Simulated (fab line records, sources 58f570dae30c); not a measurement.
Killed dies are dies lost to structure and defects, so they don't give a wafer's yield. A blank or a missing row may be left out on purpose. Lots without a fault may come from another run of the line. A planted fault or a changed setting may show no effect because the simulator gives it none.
Chamber matching | flow berkeley_cmos170 | UCB170_V2_CMP_02 on cmp-02: 4 sister chambers
The step polishes SiO2. 7 wafers are shown with their chamber, then 7 later ones without.

WAFERS WITH THEIR CHAMBER
wafer  | chamber | motor_current_A (A) | edge_zone_pressure_frac
L397.2 | 2       | 15.7                | 0.992
L399.3 | 3       | 13.8                | 0.990
L399.5 | 1       | 13.3                | 1.009
L401.4 | 3       | 14.1                | 1.002
L401.5 | 0       | 18.5                | 0.993
L412.2 | 1       | 13.6                | 1.006
L412.3 | 0       | 18.2                | 0.989

WAFERS WITHOUT THEIR CHAMBER
wafer  | motor_current_A (A) | edge_zone_pressure_frac
L412.6 | 16.7                | 0.996
L418.2 | 13.9                | 0.995
L418.4 | 18.1                | 1.008
L418.6 | 13.1                | 0.994
L419.3 | 16.6                | 1.001
L419.4 | 17.5                | 0.996
L419.6 | 18.0                | 0.998

WHICH CHAMBER EACH WENT THROUGH
wafer  | from the rows above     | in truth
L412.6 | 2                       | 2
L418.2 | 3                       | 3
L418.4 | 0                       | 0
L418.6 | can't be placed: 1 or 3 | 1
L419.3 | 2                       | 2
L419.4 | 0                       | 0
L419.6 | 0                       | 0
Placed correctly: 6 of 7. Can't be placed from these rows: 1 (the true chamber is among the candidates in 1). Placed wrongly: 0.
How it was worked out, from the rows above alone: a wafer's distance from a chamber is the root of the sum, over the readings, of the square of ((its reading less the chamber's mean) divided by the reading's scatter). The wafer belongs to the nearest chamber; if the next one is less than 2 further off, it can't be placed. A chamber's mean is the mean of its shown wafers. The scatter: the root of (the sum of the squares of (reading less its chamber's mean) over the shown wafers, divided by (wafers less chambers)).
